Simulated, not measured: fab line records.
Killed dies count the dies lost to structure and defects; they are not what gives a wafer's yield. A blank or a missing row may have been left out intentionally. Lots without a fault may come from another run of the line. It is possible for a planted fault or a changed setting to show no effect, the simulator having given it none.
fab line records	flow ritCmos
record: lots: 14	wafers: 42	lastDay: 7
route steps=202 shown ACTIVE@11 FOX2@24 NRETRO@62 GATE@92 M1@202
lots untouched by any fault: they come from a run of this same line in which no faults occurred
startH: hours from the record's first day to the start of the lot's first wafer shown	waitH: hours elapsed since this lot's preceding step	" identical to the entry in the row above	L1.1+2: one row covering several wafers at once	- no value, or no start given	* or withheld: withheld	< > ~ a bound
route shown NAME@n: NAME is a module with steps in the file, n the number in the route of the first one	usual: average and standard deviation across the fault-free wafers	same: alike in all rows	chamber/n: place in a boat	sites: per-site readings	_std_site: how widely they spread, as a standard deviation	_edge_site: the outer-site mean with the inner-site mean subtracted	radiusMm: for every site, how far away it sits from the centre of the wafer	mask NAME#n: copy n	behind: the tool/chamber that last shaped the wafer	hold: reason for holding the lot/hours on hold/outcome of the hold	device: the transistor (n, p or np) that didn't switch	end of line: tests of these same wafers at the route's end	a step given without rows: its recipe and nothing more	killed: count of dies lost to structure and defects at first sort (not the wafer's yield)	map: a wafer's dies, x killed, . not, _ none there
set.NAME: setting as actually run; set.NAME@STEP: the setting as run at that earlier step	model.NAME: the simulator's own value behind a step, which no gauge read
steps of the route over a sample of lots; a table a step, a row a wafer
services: a tool's chamber out of use, with start hour (startH, from the record's first day; less than 0 if before it), hours out, and reason
== steps ==
step: RIT_ACTIVE_DEVELOP_10
recipe: resist: NOVOLAK	developTimeS: 50	devTempC: 23
lot.wafer	tool	chamber	startH	waitH
L774.2+4+6	lithoTrack-04	0	20	-
L775.2+3+5	lithoTrack-02	0	25	-
L776.1+3+4	lithoTrack-03	0	31	-
L777.2+4+6	lithoTrack-02	0	34	-
L778.1+2+3	lithoTrack-04	0	43	-
L781.1+3+5	lithoTrack-04	0	54	-
L782.2+4+5	lithoTrack-02	0	60	-
L784.2+4+5	lithoTrack-02	0	70	-
L785.1+4+5	lithoTrack-03	0	74	-
L788.1+5+6	lithoTrack-04	0	92	-
L790.2+3+6	lithoTrack-04	0	100	-
L792.1+2+5	lithoTrack-02	0	111	-
L793.1+2+5	lithoTrack-03	0	115	-
L796.2+5+6	lithoTrack-02	0	130	-
step: RIT_ACTIVE_CD_MEAS_11
recipe: targetCdNm: 1400
usual: cdNm: 1399.6/2.5
lot.wafer	tool	chamber	startH	waitH	cdNm
L774.2	cdSem-02	-	20.68	-	1402.0
L774.4	"	-	"	"	1400.3
L774.6	"	-	"	"	1403.1
L775.2	cdSem-02	-	25.27	-	1401.1
L775.3	"	-	"	"	1402.4
L775.5	"	-	"	"	1400.3
L776.1	cdSem-02	-	31.33	-	1397.9
L776.3	"	-	"	"	1399.7
L776.4	"	-	"	"	1399.3
L777.2	cdSem-02	-	34.75	-	1400.2
L777.4	"	-	"	"	1399.0
L777.6	"	-	"	"	1398.9
L778.1	cdSem-02	-	43.26	-	1403.0
L778.2	"	-	"	"	1406.3
L778.3	"	-	"	"	1403.2
L781.1	cdSem-02	-	54.44	-	1394.5
L781.3	"	-	"	"	1395.6
L781.5	"	-	"	"	1392.8
L782.2	cdSem-02	-	61.00	-	1394.5
L782.4	"	-	"	"	1392.7
L782.5	"	-	"	"	1395.0
L784.2	cdSem-01	-	71.13	-	1398.5
L784.4	"	-	"	"	1400.4
L784.5	"	-	"	"	1400.8
L785.1	cdSem-02	-	74.63	-	1398.7
L785.4	"	-	"	"	1399.8
L785.5	"	-	"	"	1398.9
L788.1	cdSem-02	-	93.11	-	1355.0
L788.5	"	-	"	"	1356.0
L788.6	"	-	"	"	1356.1
L790.2	cdSem-02	-	100.45	-	1356.6
L790.3	"	-	"	"	1358.2
L790.6	"	-	"	"	1358.3
L792.1	cdSem-01	-	112.13	-	1400.1
L792.2	"	-	"	"	1399.7
L792.5	"	-	"	"	1399.9
L793.1	cdSem-01	-	115.18	-	1397.8
L793.2	"	-	"	"	1398.3
L793.5	"	-	"	"	1400.4
L796.2	cdSem-01	-	130.50	-	1400.0
L796.5	"	-	"	"	1399.8
L796.6	"	-	"	"	1400.0
step: RIT_FOX2_THK_MEAS_01
recipe: reads: SiO2_of_FOX2_OXIDATION_00
usual: FOX2_OXIDE_THK: 351/6.8
lot.wafer	tool	chamber	startH	waitH	FOX2_OXIDE_THK[nm]
L774.2	filmMetro-04	-	26.43	0.0	359
L774.4	"	-	"	"	360
L774.6	"	-	"	"	357
L775.2	filmMetro-01	-	30.32	0.0	356
L775.3	"	-	"	"	357
L775.5	"	-	"	"	354
L776.1	filmMetro-01	-	35.72	0.0	358
L776.3	"	-	"	"	356
L776.4	"	-	"	"	352
L777.2	filmMetro-01	-	44.93	0.0	346
L777.4	"	-	"	"	341
L777.6	"	-	"	"	342
L778.1	filmMetro-02	-	48.42	0.0	344
L778.2	"	-	"	"	350
L778.3	"	-	"	"	346
L781.1	filmMetro-01	-	60.98	0.0	345
L781.3	"	-	"	"	350
L781.5	"	-	"	"	347
L782.2	filmMetro-01	-	66.43	0.0	336
L782.4	"	-	"	"	346
L782.5	"	-	"	"	345
L784.2	filmMetro-04	-	75.71	0.0	370
L784.4	"	-	"	"	362
L784.5	"	-	"	"	368
L785.1	filmMetro-01	-	80.63	0.0	342
L785.4	"	-	"	"	349
L785.5	"	-	"	"	349
L788.1	filmMetro-02	-	97.59	0.0	350
L788.5	"	-	"	"	354
L788.6	"	-	"	"	353
L790.2	filmMetro-01	-	105.21	0.0	349
L790.3	"	-	"	"	348
L790.6	"	-	"	"	341
L792.1	filmMetro-01	-	116.00	0.0	349
L792.2	"	-	"	"	348
L792.5	"	-	"	"	349
L793.1	filmMetro-01	-	120.01	0.0	353
L793.2	"	-	"	"	359
L793.5	"	-	"	"	353
L796.2	filmMetro-04	-	136.45	0.0	350
L796.5	"	-	"	"	348
L796.6	"	-	"	"	348
step: RIT_NRETRO_STRIP_09
recipe: chemistry: O2	timeS: 180	resist: NOVOLAK	platenTempC: withheld	powerW: 500	pressureMtorr: 4000	o2FlowSccm: 4000
usual: chamberPressureMTorr: 4000/3.7	drypumpMotorCurrentA: 5.6/0.3
lot.wafer	tool	chamber	startH	waitH	chamberPressureMTorr	drypumpMotorCurrentA	rfHoursCounterH
L774.2	plasmaAsher-03	1	37.42	0.1	4001	5.2	38
L774.4	"	0	"	"	4003	5.3	-
L774.6	"	1	"	"	3996	5.2	-
L775.2	plasmaAsher-03	0	42.74	0.1	4002	5.3	39
L775.3	"	0	"	"	3997	5.3	-
L775.5	"	1	"	"	4000	5.2	-
L776.1	plasmaAsher-03	0	49.49	0.1	3995	5.3	40
L776.3	"	0	"	"	4007	5.3	-
L776.4	"	1	"	"	3990	5.2	-
L777.2	plasmaAsher-03	0	55.85	0.1	4003	5.3	41
L777.4	"	0	"	"	3997	5.3	-
L777.6	"	0	"	"	4003	5.3	-
L778.1	plasmaAsher-04	0	61.68	0.1	4001	5.8	41
L778.2	"	1	"	"	3999	5.8	41
L778.3	"	1	"	"	4001	5.8	-
L781.1	plasmaAsher-02	0	74.39	0.1	3997	5.7	41
L781.3	"	1	"	"	4006	6.0	-
L781.5	"	0	"	"	3998	5.7	-
L782.2	plasmaAsher-03	0	78.82	0.1	3996	5.3	43
L782.4	"	0	"	"	3998	5.3	-
L782.5	"	1	"	"	4005	5.2	-
L784.2	plasmaAsher-04	1	87.49	0.1	3997	5.8	43
L784.4	"	1	"	"	4001	5.8	-
L784.5	"	1	"	"	4004	5.8	-
L785.1	plasmaAsher-04	0	91.37	0.1	3997	5.9	43
L785.4	"	1	"	"	4006	5.8	-
L785.5	"	1	"	"	3995	5.8	-
L788.1	plasmaAsher-02	0	109.26	0.1	4003	5.7	45
L788.5	"	1	"	"	4003	6.0	-
L788.6	"	0	"	"	3998	5.7	-
L790.2	plasmaAsher-02	0	116.50	0.1	3995	5.7	46
L790.3	"	0	"	"	3999	5.7	-
L790.6	"	0	"	"	3999	5.7	-
L792.1	plasmaAsher-02	1	127.95	0.2	4001	6.0	47
L792.2	"	0	"	"	4005	5.7	47
L792.5	"	0	"	"	3996	5.7	-
L793.1	plasmaAsher-02	0	130.93	0.1	4006	5.7	48
L793.2	"	1	"	"	4002	6.0	48
L793.5	"	1	"	"	3998	6.0	-
L796.2	plasmaAsher-02	1	147.62	0.1	3994	6.0	49
L796.5	"	1	"	"	4000	6.0	-
L796.6	"	0	"	"	4002	5.7	-
step: RIT_GATE_CD_MEAS_16
recipe: targetCdNm: 150
usual: cdNm: 150.2/2.7
lot.wafer	tool	chamber	startH	waitH	cdNm
L774.2	cdSem-01	-	48.04	-	149.6
L774.4	"	-	"	"	147.3
L774.6	"	-	"	"	145.8
L775.2	cdSem-02	-	51.12	-	149.8
L775.3	"	-	"	"	151.2
L775.5	"	-	"	"	149.8
L776.1	cdSem-02	-	59.86	-	149.0
L776.3	"	-	"	"	150.8
L776.4	"	-	"	"	149.2
L777.2	cdSem-01	-	63.15	-	149.8
L777.4	"	-	"	"	150.6
L777.6	"	-	"	"	151.4
L778.1	cdSem-02	-	69.25	-	148.3
L778.2	"	-	"	"	150.1
L778.3	"	-	"	"	151.0
L781.1	cdSem-02	-	83.75	-	150.7
L781.3	"	-	"	"	149.9
L781.5	"	-	"	"	148.2
L782.2	cdSem-01	-	85.67	-	149.6
L782.4	"	-	"	"	148.2
L782.5	"	-	"	"	150.4
L784.2	cdSem-02	-	98.28	-	146.9
L784.4	"	-	"	"	145.7
L784.5	"	-	"	"	147.2
L785.1	cdSem-02	-	99.32	-	152.5
L785.4	"	-	"	"	152.2
L785.5	"	-	"	"	150.3
L788.1	cdSem-01	-	115.86	-	148.0
L788.5	"	-	"	"	149.7
L788.6	"	-	"	"	145.8
L790.2	cdSem-02	-	125.87	-	153.1
L790.3	"	-	"	"	152.6
L790.6	"	-	"	"	152.3
L792.1	cdSem-01	-	137.21	-	147.9
L792.2	"	-	"	"	148.7
L792.5	"	-	"	"	149.3
L793.1	cdSem-02	-	139.41	-	151.0
L793.2	"	-	"	"	151.8
L793.5	"	-	"	"	150.6
L796.2	cdSem-02	-	153.94	-	149.0
L796.5	"	-	"	"	149.8
L796.6	"	-	"	"	148.5
step: RIT_M1_PROBE_99
usual: killedAtContacts: 0.1/0.3	killedAtFrontEnd: 6.7/2.6	killedDies: 6.8/2.6	killedOpen: 3.3/1.7	killedShort: 3.4/2
same: grossDies: 264	killed_at_M0_to_M3: 0	killed_at_M4_up: 0	killedAtBackSide: 0	killedAtOther: 0
lot.wafer	tool	chamber	startH	waitH	killedAtContacts	killedAtFrontEnd	killedDies	killedOpen	killedShort
L774.2	prober-02	-	68.10	0.1	0	4	4	1	3
L774.4	prober-02	-	68.20	0.2	0	12	12	6	6
L774.6	prober-02	-	68.30	0.2	0	5	5	2	3
L775.2	prober-01	-	73.37	0.1	1	11	12	7	5
L775.3	prober-01	-	73.42	0.2	0	11	11	5	6
L775.5	prober-01	-	73.52	0.2	0	9	9	3	6
L776.1	prober-02	-	79.91	0.1	0	3	3	3	0
L776.3	prober-02	-	80.01	0.2	0	6	6	2	4
L776.4	prober-02	-	80.06	0.2	0	8	8	6	2
L777.2	prober-01	-	83.99	0.1	0	8	8	4	4
L777.4	prober-01	-	84.09	0.2	0	8	8	4	4
L777.6	prober-01	-	84.19	0.2	0	6	6	1	4
L778.1	prober-02	-	89.39	0.1	0	9	9	4	5
L778.2	prober-02	-	89.44	0.1	0	2	2	0	2
L778.3	prober-02	-	89.49	0.2	0	10	10	3	7
L781.1	prober-02	-	106.54	0.1	0	6	6	3	2
L781.3	prober-02	-	106.64	0.2	0	5	5	2	1
L781.5	prober-02	-	106.74	0.2	0	8	8	3	5
L782.2	prober-01	-	108.15	0.1	0	5	5	4	1
L782.4	prober-01	-	108.25	0.2	0	5	5	3	2
L782.5	prober-01	-	108.30	0.2	0	6	6	3	3
L784.2	prober-01	-	119.36	0.1	0	10	10	7	3
L784.4	prober-01	-	119.46	0.2	0	3	3	1	2
L784.5	prober-01	-	119.51	0.2	0	7	7	4	3
L785.1	prober-01	-	121.69	0.1	0	5	5	3	2
L785.4	prober-01	-	121.84	0.2	0	12	12	4	8
L785.5	prober-01	-	121.89	0.2	0	7	7	2	5
L788.1	prober-01	-	137.47	0.1	0	5	5	5	0
L788.5	prober-01	-	137.67	0.2	0	8	8	6	2
L788.6	prober-01	-	137.72	0.2	0	5	5	2	3
L790.2	prober-02	-	147.13	0.1	0	10	10	5	5
L790.3	prober-02	-	147.18	0.2	0	5	5	2	3
L790.6	prober-02	-	147.33	0.2	0	5	5	3	2
L792.1	prober-02	-	157.47	0.1	0	10	10	4	6
L792.2	prober-02	-	157.52	0.1	0	4	4	3	1
L792.5	prober-02	-	157.67	0.2	0	5	5	5	0
L793.1	prober-01	-	160.04	0.1	0	3	3	2	1
L793.2	prober-01	-	160.09	0.1	0	7	7	3	4
L793.5	prober-01	-	160.24	0.2	0	7	7	2	5
L796.2	prober-02	-	174.39	0.1	0	6	6	1	5
L796.5	prober-02	-	174.54	0.2	0	3	3	1	2
L796.6	prober-02	-	174.59	0.2	1	5	6	4	2
killed by level:class
L774.2 GATE:geometricParticle:short=2 FOX1:geometricParticle:short=1 GATE:geometricParticle:open=1
L774.4 GATE:geometricParticle:short=5 GATE:geometricParticle:open=3 REOX:geometricParticle:open=2 FOX1:geometricParticle:open=1 REOX:geometricParticle:short=1
L774.6 GATE:geometricParticle:open=2 FOX1:geometricParticle:short=1 GATE:geometricParticle:short=1 REOX:geometricParticle:short=1
L775.2 GATE:geometricParticle:short=2 GATE:geometricParticle:open=2 SILICIDE:geometricParticle:open=2 FOX1:geometricParticle:short=1 FOX2:geometricParticle:short=1 REOX:geometricParticle:open=1 SPACER:geometricParticle:open=1 SILICIDE:geometricParticle:short=1
L775.3 FOX1:geometricParticle:short=2 GATE:geometricParticle:open=2 GATE:geometricParticle:short=2 SPACER:geometricParticle:open=2 FOX1:geometricParticle:open=1 FOX2:geometricParticle:short=1 SPACER:geometricParticle:short=1
L775.5 GATE:geometricParticle:open=2 GATE:geometricParticle:short=2 FOX1:geometricParticle:short=1 REOX:geometricParticle:short=1 REOX:geometricParticle:open=1 SPACER:geometricParticle:short=1 SILICIDE:geometricParticle:short=1
L776.1 FOX1:geometricParticle:open=1 FOX2:geometricParticle:open=1 GATE:geometricParticle:open=1
L776.3 REOX:geometricParticle:short=2 GATE:geometricParticle:open=1 SPACER:geometricParticle:short=1 SILICIDE:geometricParticle:open=1 SILICIDE:geometricParticle:short=1
L776.4 FOX1:geometricParticle:open=3 GATE:geometricParticle:open=2 FOX1:geometricParticle:short=1 FOX2:geometricParticle:short=1 SPACER:geometricParticle:open=1
L777.2 REOX:geometricParticle:short=3 GATE:geometricParticle:open=2 FOX2:geometricParticle:open=1 GATE:geometricParticle:short=1 SPACER:geometricParticle:open=1
L777.4 GATE:geometricParticle:short=3 GATE:geometricParticle:open=2 ACTIVE:geometricParticle:open=1 FOX1:geometricParticle:open=1 FOX1:geometricParticle:short=1
L777.6 REOX:geometricParticle:short=3 GATE:geometricParticle:short=1 SILICIDE:geometricParticle:open=1 PLDD:coatMicrobubblePrinted=1
L778.1 GATE:geometricParticle:short=3 GATE:geometricParticle:open=2 REOX:geometricParticle:short=2 SPACER:geometricParticle:open=2
L778.2 SPACER:geometricParticle:short=1 SILICIDE:geometricParticle:short=1
L778.3 GATE:geometricParticle:short=2 GATE:geometricParticle:open=2 REOX:geometricParticle:short=2 FOX1:geometricParticle:short=1 REOX:geometricParticle:open=1 SPACER:geometricParticle:short=1 SILICIDE:geometricParticle:short=1
L781.1 FOX1:geometricParticle:open=2 REOX:geometricParticle:short=2 GATE:geometricParticle:open=1 PWELL:coatMicrobubblePrinted=1
L781.3 PWELL:coatMicrobubblePrinted=2 FOX1:geometricParticle:open=1 FOX1:geometricParticle:short=1 REOX:geometricParticle:open=1
L781.5 GATE:geometricParticle:short=2 REOX:geometricParticle:open=2 FOX1:geometricParticle:short=1 GATE:geometricParticle:open=1 REOX:geometricParticle:short=1 SPACER:geometricParticle:short=1
L782.2 REOX:geometricParticle:open=2 FOX1:geometricParticle:open=1 FOX1:geometricParticle:short=1 SPACER:geometricParticle:open=1
L782.4 REOX:geometricParticle:open=2 FOX2:geometricParticle:open=1 GATE:geometricParticle:short=1 SILICIDE:geometricParticle:short=1
L782.5 GATE:geometricParticle:short=2 GATE:geometricParticle:open=2 REOX:geometricParticle:short=1 REOX:geometricParticle:open=1
L784.2 GATE:geometricParticle:open=4 FOX1:geometricParticle:open=1 FOX2:geometricParticle:short=1 GATE:geometricParticle:short=1 REOX:geometricParticle:open=1 SILICIDE:geometricParticle:open=1 SILICIDE:geometricParticle:short=1
L784.4 GATE:geometricParticle:short=2 FOX1:geometricParticle:open=1
L784.5 GATE:geometricParticle:open=2 REOX:geometricParticle:short=2 FOX2:geometricParticle:open=1 GATE:geometricParticle:short=1 SILICIDE:geometricParticle:open=1
L785.1 GATE:geometricParticle:open=2 ACTIVE:geometricParticle:open=1 GATE:geometricParticle:short=1 SPACER:geometricParticle:short=1
L785.4 GATE:geometricParticle:short=4 GATE:geometricParticle:open=3 SILICIDE:geometricParticle:short=3 FOX1:geometricParticle:open=1 SPACER:geometricParticle:short=1
L785.5 GATE:geometricParticle:short=3 GATE:geometricParticle:open=2 SPACER:geometricParticle:short=2
L788.1 REOX:geometricParticle:open=3 SPACER:geometricParticle:open=1 SILICIDE:geometricParticle:open=1
L788.5 FOX2:geometricParticle:open=2 GATE:geometricParticle:open=2 SPACER:geometricParticle:open=2 GATE:geometricParticle:short=1 REOX:geometricParticle:short=1
L788.6 REOX:geometricParticle:short=2 GATE:geometricParticle:short=1 SPACER:geometricParticle:open=1 SILICIDE:geometricParticle:open=1
L790.2 GATE:geometricParticle:open=3 REOX:geometricParticle:short=2 SPACER:geometricParticle:short=2 FOX2:geometricParticle:open=1 GATE:geometricParticle:short=1 SILICIDE:geometricParticle:open=1
L790.3 GATE:geometricParticle:short=2 GATE:geometricParticle:open=1 REOX:geometricParticle:open=1 SPACER:geometricParticle:short=1
L790.6 GATE:geometricParticle:open=2 FOX2:geometricParticle:open=1 GATE:geometricParticle:short=1 SILICIDE:geometricParticle:short=1
L792.1 GATE:geometricParticle:open=2 GATE:geometricParticle:short=2 SILICIDE:geometricParticle:short=2 FOX2:geometricParticle:short=1 REOX:geometricParticle:short=1 SPACER:geometricParticle:open=1 SILICIDE:geometricParticle:open=1
L792.2 FOX2:geometricParticle:open=1 GATE:geometricParticle:open=1 GATE:geometricParticle:short=1 SILICIDE:geometricParticle:open=1
L792.5 GATE:geometricParticle:open=2 SPACER:geometricParticle:open=2 FOX1:geometricParticle:open=1
L793.1 GATE:geometricParticle:open=2 GATE:geometricParticle:short=1
L793.2 SPACER:geometricParticle:short=2 FOX1:geometricParticle:short=1 GATE:geometricParticle:short=1 REOX:geometricParticle:open=1 SPACER:geometricParticle:open=1 SILICIDE:geometricParticle:open=1
L793.5 FOX1:geometricParticle:short=2 GATE:geometricParticle:short=2 GATE:geometricParticle:open=1 SPACER:geometricParticle:short=1 SPACER:geometricParticle:open=1
L796.2 REOX:geometricParticle:short=3 SILICIDE:geometricParticle:short=2 FOX1:geometricParticle:open=1
L796.5 FOX1:geometricParticle:short=1 REOX:geometricParticle:short=1 REOX:geometricParticle:open=1
L796.6 FOX1:geometricParticle:short=1 FOX1:geometricParticle:open=1 GATE:geometricParticle:short=1 REOX:geometricParticle:open=1 SILICIDE:geometricParticle:open=1 CONTACT:geometricParticle:open=1
== services ==
tool	chamber	startH	hours	kind
plasmaAsher-04	-	62.96	15.9	pm
plasmaAsher-02	-	67.06	1.2	repair
plasmaAsher-03	-	107.08	5.2	repair
plasmaAsher-03	-	112.27	9.0	pm
plasmaAsher-03	0	112.27	9.0	ventCycle
plasmaAsher-03	1	112.27	9.0	ventCycle
plasmaAsher-03	0	121.27	-	clean
plasmaAsher-03	1	121.27	-	clean
== key ==
firstSign: step: RIT_ACTIVE_CD_MEAS_11	reading: cdNm	direction: down	sigmas: 17	usual: 1399.6	struck: 1356.7
effect none on later readings
metAt RIT_ACTIVE_DEVELOP_10
struckLots L788,L790
testerLeftOut L788,L790
notActingAt RIT_FOX2_THK_MEAS_01,RIT_NRETRO_STRIP_09,RIT_GATE_CD_MEAS_16
onsetBetween 54 92
fault: kind: processParameterDrift	tool: lithoTrack-04	chamber: -	onsetH: 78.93	steps: RIT_ACTIVE_DEVELOP_10	channel: developTimeS	offset: *	shape: step	endH: 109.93	actsIn: *	stated: *
testerLeftOut: of these lots the tester's yield and bins aren't shown, on N5 and GAA mostly nor the transistor test; their killed dies are dies lost to structure and defects alone, not to doping, threshold or leakage, so they don't give the yield
